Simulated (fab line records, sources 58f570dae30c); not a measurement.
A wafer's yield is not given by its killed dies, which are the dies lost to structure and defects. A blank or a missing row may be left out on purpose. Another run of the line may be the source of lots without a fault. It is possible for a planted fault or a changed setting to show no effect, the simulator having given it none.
A lot that was struck, set against a sound lot	flow berkeleyCmos170	15 steps out of a route of 331
Sound: these wafers, L563.2, L563.3, L563.5. Struck: wafer L569.3. Last of all comes the cause.
At each step with rows: each side's tool, then ch and its chambers, then its first start. Under that, the readings that differ: sound wafers	struck wafers	difference of the means	sigmas: that difference in standard deviations of wafers without a fault.
alike: same words and numbers on both sides, and readings whose means sit less than 2 such deviations apart. not compared: any withheld reading, any reading some wafer has no value for, any bound like >300 that may hide the same value, and any number with overlapping values for which the record gives no deviation.
Wherever a step has rows on one side only, a row that says differs or no value, or a row with sigmas, the two part there. When numbers do not overlap yet have no deviation, they are printed without sigmas and do not part them. A reading that every wafer of one side lacks parts them only if that side has two wafers or more.

UCB170_ACTIVE_THK_MEAS_03:
  sound: filmMetro-04 at day 5 03:51; struck: filmMetro-02 at day 6 09:05
  alike: ACTIVE_OXIDE_THK
then, 2 steps without rows for these wafers: UCB170_ACTIVE_ANNEAL_04 (time 900 s); UCB170_ACTIVE_CVD_05 (deposits Si3N4 from SiH2Cl2/NH3, target thk 220 nm, time 3300 s).
UCB170_ACTIVE_THK_MEAS_06:
  sound: filmMetro-03 at day 5 12:34; struck: filmMetro-02 at day 6 14:56
  alike: ACTIVE_NITRIDE_THK
then, 6 steps without rows for these wafers: UCB170_ACTIVE_HMDS_07 (prime time 60 s); UCB170_ACTIVE_COAT_08 (resist thk 900 nm); UCB170_ACTIVE_SOFTBAKE_09 (time 60 s); UCB170_ACTIVE_EXPOSE_10 (exposes mask ACTIVE, target cd 1200 nm); UCB170_ACTIVE_PEB_11; UCB170_ACTIVE_DEVELOP_12 (develop time 45 s).
UCB170_ACTIVE_CD_MEAS_13: target cd 1200 nm.
  sound: cdSem-01 at day 5 13:40; struck: cdSem-01 at day 6 15:58
  alike: cdNm
UCB170_ACTIVE_OVL_MEAS_14:
  sound: overlay-01 at day 5 13:46; struck: overlay-02 at day 6 16:04
  alike: ACTIVE_OVL
UCB170_ACTIVE_ETCH_15: etches Si3N4 in CH3F/Ar/O2, stops on SiO2, target depth 242 nm, time 151 s.
  sound on rieDiel-04 ch 0,1,2, day 5 13:48; struck on rieDiel-04 ch 1, day 6 16:05
reading	sound	struck	difference	sigmas
oesProductAu (a.u.)	0.957 0.927 0.932	0.907	-0.032	-2
overEtchFrac	0.1 0.1 0.1	0.10961	+0.00961	
  alike: drypumpMotorCurrentA, throttleValvePct
  not compared: rfHoursCounterH
UCB170_ACTIVE_STRIP_16: strips in O2.
  sound on plasmaAsher-02 ch 0,1, day 5 13:54; struck on plasmaAsher-03 ch 1, day 6 16:13
reading	sound	struck	difference	sigmas
drypumpMotorCurrentA (A)	4.8 6.0 4.8	6.4	+1.2	+2
stripTimeToEndpointS (s)	18.16 18.23 18.03	17.76	-0.38	-3
  alike: oesProductAu
  not compared: rfHoursCounterH
UCB170_M3_PROBE_99:
  rows exist in the record for the sound wafers here (prober-01, day 9 04:12), none for the struck ones

WHERE THEY PART
At UCB170_ACTIVE_ETCH_15 first; at UCB170_M3_PROBE_99 last (within this record only).

WHY: what had been put in by the simulator
rieDiel-04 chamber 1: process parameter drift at UCB170_ACTIVE_ETCH_15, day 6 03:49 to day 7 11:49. Setting overEtchFrac, moved by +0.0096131, from 0.1. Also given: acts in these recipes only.
